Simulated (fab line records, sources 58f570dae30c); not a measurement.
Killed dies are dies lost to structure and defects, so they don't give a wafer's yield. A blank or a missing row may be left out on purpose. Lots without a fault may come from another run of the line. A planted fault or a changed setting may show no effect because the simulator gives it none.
fab line records | flow berkeley_cmos170 | part 2 of 2: steps 27 to 36 of 36
record lots=5 wafers=15 last_day=10
route steps=331 shown NSD@192 BACKSIDE@199 SDANNEAL@204 PSD@206 PLDD@208 NLDD@209 SILICIDE@210 CONTACT@216
lots that met no fault: from a run of the same line without faults
start_h: hours from the record's first day to the start of the lot's first wafer shown | wait_h: hours since the lot's step before | " the same as in the row above | L1.1+2: a row that stands for several wafers | - no value, or no start given | * or withheld: withheld | < > ~ a bound
route shown NAME@n: a module of which the file shows steps, and the number in the route of the first | usual: mean/standard deviation of fault-free wafers | same: alike in all rows | chamber/n: place in a boat | sites: the reading at each site | _std_site: their standard deviation | _edge_site: outer sites' mean less inner sites' | radius_mm: how far each site lies from the wafer's centre | mask NAME#n: copy n | behind: the tool/chamber that last shaped the wafer | hold: why the lot was held/for how many hours/how that ended | device: the transistor (n, p or np) that didn't switch | end of line: the same wafers' tests at the end of the route | a step without rows: its recipe alone | killed: dies lost to structure and defects at the first sort, not the wafer's yield | map: a wafer's dies, x killed, . not, _ none there
set.NAME: the setting as run; set.NAME@STEP: as run at that earlier step | model.NAME: the simulator's own value behind a step, which no gauge read
lots at some steps of the route; a table a step, a row a wafer
services: from which hour (start_h, from the record's first day; less than 0 if before it) a tool's chamber was out of use, for how many hours, and why
## steps
# step UCB170_CONTACT_THK_MEAS_02
# recipe reads=PSG_of_CONTACT_CVD_01
# usual CONTACT_PSG_THK=700/6.6
# columns lot.wafer tool chamber start_h wait_h CONTACT_PSG_THK[nm]
L079.2 film_metro-01 - 173.58 0.0 702
L079.4 " - " " 708
L079.6 " - " " 705
L083.2 film_metro-01 - 200.50 0.0 705
L083.3 " - " " 707
L083.6 " - " " 701
L085.3 film_metro-03 - 200.51 0.0 695
L085.4 " - " " 691
L085.6 " - " " 700
L087.1 film_metro-02 - 207.39 0.0 694
L087.4 " - " " 689
L087.6 " - " " 687
L088.4 film_metro-03 - 214.00 0.0 699
L088.5 " - " " 696
L088.6 " - " " 706
# step UCB170_CONTACT_HMDS_03
# recipe prime_time_s=60 prime_temp_c=100
# columns lot.wafer tool chamber start_h wait_h
L079.2+4+6 litho_track-03 0 173.65 0.1
L083.2+3+6 litho_track-04 0 200.58 0.1
L085.3+4+6 litho_track-03 0 200.60 0.1
L087.1+4+6 litho_track-04 0 207.45 0.1
L088.4+5+6 litho_track-03 0 214.10 0.1
# step UCB170_CONTACT_COAT_04
# recipe resist=KrF spin_rpm=1500 resist_thk_nm=900
# usual dispense_pressure_kPa=50.3/1.6
# columns lot.wafer tool chamber start_h wait_h dispense_pressure_kPa
L079.2 litho_track-03 0 173.80 0.1 52.1
L079.4 " 0 " " 52.0
L079.6 " 0 " " 52.0
L083.2 litho_track-04 0 200.73 0.1 48.3
L083.3 " 0 " " 48.4
L083.6 " 0 " " 48.3
L085.3 litho_track-03 0 200.75 0.1 52.1
L085.4 " 0 " " 52.0
L085.6 " 0 " " 52.0
L087.1 litho_track-04 0 207.60 0.1 48.4
L087.4 " 0 " " 48.4
L087.6 " 0 " " 48.4
L088.4 litho_track-03 0 214.25 0.1 52.0
L088.5 " 0 " " 52.0
L088.6 " 0 " " 52.0
# step UCB170_CONTACT_SOFTBAKE_05
# recipe resist=KrF temp_c=130 time_s=60
# usual heater_power_total_W=56.81/0.047
# columns lot.wafer tool chamber start_h wait_h heater_power_total_W
L079.2 litho_track-03 0 173.95 0.1 56.77
L079.4 " 0 " " 56.77
L079.6 " 0 " " 56.80
L083.2 litho_track-04 0 200.88 0.1 56.80
L083.3 " 0 " " 56.88
L083.6 " 0 " " 56.78
L085.3 litho_track-03 0 200.90 0.1 56.78
L085.4 " 0 " " 56.78
L085.6 " 0 " " 56.72
L087.1 litho_track-04 0 207.75 0.1 56.90
L087.4 " 0 " " 56.87
L087.6 " 0 " " 56.73
L088.4 litho_track-03 0 214.40 0.1 56.86
L088.5 " 0 " " 56.81
L088.6 " 0 " " 56.81
# step UCB170_CONTACT_STRIP_06
# recipe chemistry=O2 power_w=400 pressure_mtorr=3500 platen_temp_c=withheld o2_flow_sccm=400 overash_fraction=0.5
# usual drypump_motor_current_A=5.6/0.67 oes_product_au=0.735/0.0045 strip_time_to_endpoint_s=21.97/0.068
# columns lot.wafer tool chamber start_h wait_h drypump_motor_current_A oes_product_au rf_hours_counter_h strip_time_to_endpoint_s
L079.2 plasma_asher-01 0 174.08 0.1 4.9 0.734 48 21.94
L079.4 " 1 " " 4.9 0.734 - 21.92
L079.6 " 1 " " 4.8 0.732 - 21.99
L083.2 plasma_asher-01 1 201.00 0.1 4.8 0.737 52 22.06
L083.3 " 0 " " 4.9 0.739 - 22.00
L083.6 " 0 " " 4.9 0.742 - 22.03
L085.3 plasma_asher-02 0 201.04 0.1 6.5 0.736 - 21.90
L085.4 " 1 " " 5.5 0.731 - 21.91
L085.6 " 1 " " 5.5 0.729 - 21.91
L087.1 plasma_asher-01 1 207.90 0.1 4.8 0.730 53 21.97
L087.4 " 1 " " 4.8 0.733 - 22.09
L087.6 " 0 " " 4.9 0.738 - 22.05
L088.4 plasma_asher-02 0 214.51 0.1 6.4 0.740 - 22.04
L088.5 " 0 " " 6.5 0.734 - 21.99
L088.6 " 1 " " 5.5 0.736 - 22.02
# step UCB170_CONTACT_CLEAN_07
# recipe chemistry=SPM temp_c=120 time_s=600
# usual bath_guard_temp_C=119.87/0.29
# columns lot.wafer tool chamber start_h wait_h bath_guard_temp_C
L079.2 wet_bench-01 0 174.18 0.1 120.03
L079.4 " 0 " " 119.74
L079.6 " 0 " " 120.01
L083.2 wet_bench-01 0 201.25 0.2 119.69
L083.3 " 0 " " 119.73
L083.6 " 0 " " 120.13
L085.3 wet_bench-01 3 201.25 0.2 119.54
L085.4 " 3 " " 119.56
L085.6 " 3 " " 119.60
L087.1 wet_bench-01 0 208.00 0.1 119.90
L087.4 " 0 " " 119.74
L087.6 " 0 " " 119.96
L088.4 wet_bench-01 1 214.75 0.2 120.04
L088.5 " 1 " " 119.66
L088.6 " 1 " " 120.49
# step UCB170_CONTACT_RTA_08
# recipe temp_c=900 time_s=10 ambient=N2
# usual lamp_power_pct=25.0/1.4 wafer_temp_C_max=905.6/1.9
# columns lot.wafer tool chamber start_h wait_h lamp_power_pct wafer_temp_C_max
L079.2 rtp_anneal-01 0 174.37 0.0 23.6 904.4
L079.4 " 0 " " 23.6 903.3
L079.6 " 0 " " 23.7 904.8
L085.3 rtp_anneal-02 0 201.44 0.0 26.4 906.7
L085.4 " 0 " " 26.4 907.4
L085.6 " 0 " " 26.4 905.6
L083.2 rtp_anneal-02 0 201.50 0.1 26.4 904.7
L083.3 " 0 " " 26.4 906.0
L083.6 " 0 " " 26.4 908.2
L087.1 rtp_anneal-01 0 208.18 0.0 23.6 903.5
L087.4 " 0 " " 23.6 903.5
L087.6 " 0 " " 23.6 904.4
L088.4 rtp_anneal-02 0 214.97 0.0 26.4 905.6
L088.5 " 0 " " 26.4 908.4
L088.6 " 0 " " 26.4 908.6
# step UCB170_CONTACT_COAT_09
# recipe resist=BARC temp_c=withheld time_s=withheld spin_rpm=3000 resist_thk_nm=withheld
# usual dispense_pressure_kPa=50.0/1.5
# columns lot.wafer tool chamber start_h wait_h dispense_pressure_kPa
L079.2 litho_track-01 0 174.60 0.2 49.6
L079.4 " 0 " " 49.6
L079.6 " 0 " " 49.6
L085.3 litho_track-01 0 201.54 0.1 49.7
L085.4 " 0 " " 49.6
L085.6 " 0 " " 49.6
L083.2 litho_track-04 0 201.93 0.4 48.4
L083.3 " 0 " " 48.3
L083.6 " 0 " " 48.4
L087.1 litho_track-04 0 208.24 0.1 48.4
L087.4 " 0 " " 48.3
L087.6 " 0 " " 48.3
L088.4 litho_track-03 0 215.08 0.1 52.0
L088.5 " 0 " " 52.0
L088.6 " 0 " " 52.0
# step UCB170_CONTACT_COAT_10
# recipe resist=KrF spin_rpm=1500 resist_thk_nm=900
# usual dispense_pressure_kPa=50.0/1.5
# columns lot.wafer tool chamber start_h wait_h dispense_pressure_kPa
L079.2 litho_track-01 0 - - 49.6
L079.4 " 0 " " 49.6
L079.6 " 0 " " 49.6
L085.3 litho_track-01 0 - - 49.6
L085.4 " 0 " " 49.6
L085.6 " 0 " " 49.6
L083.2 litho_track-04 0 - - 48.4
L083.3 " 0 " " 48.4
L083.6 " 0 " " 48.3
L087.1 litho_track-04 0 - - 48.3
L087.4 " 0 " " 48.4
L087.6 " 0 " " 48.3
L088.4 litho_track-03 0 - - 52.0
L088.5 " 0 " " 52.0
L088.6 " 0 " " 52.0
# step UCB170_CONTACT_SOFTBAKE_11
# recipe resist=KrF temp_c=130 time_s=60
# usual heater_power_total_W=56.80/0.046
# columns lot.wafer tool chamber start_h wait_h heater_power_total_W
L079.2 litho_track-01 0 - - 56.90
L079.4 " 0 " " 56.85
L079.6 " 0 " " 56.84
L085.3 litho_track-01 0 - - 56.82
L085.4 " 0 " " 56.84
L085.6 " 0 " " 56.85
L083.2 litho_track-04 0 - - 56.82
L083.3 " 0 " " 56.76
L083.6 " 0 " " 56.83
L087.1 litho_track-04 0 - - 56.87
L087.4 " 0 " " 56.80
L087.6 " 0 " " 56.79
L088.4 litho_track-03 0 - - 56.75
L088.5 " 0 " " 56.78
L088.6 " 0 " " 56.75
## services
# columns tool chamber start_h hours kind
plasma_asher-01 - 150.84 1.0 repair
rtp_anneal-02 - 159.36 4.0 pm
plasma_asher-04 - 160.31 15.6 pm
lpcvd-01 - 162.85 7.0 repair
plasma_asher-02 - 169.86 0.7 repair
pvd_sputter-04 - 173.16 5.1 repair
plasma_asher-01 - 196.21 2.0 repair
implanter-04 - 197.72 3.8 repair
lpcvd-02 - 202.99 3.9 repair
pvd_sputter-02 3 204.91 - consumable_replace:kit
pvd_sputter-02 3 204.91 18.0 scheduled_down
pvd_sputter-02 3 204.91 18.0 vent_cycle
plasma_asher-02 - 205.58 7.6 repair
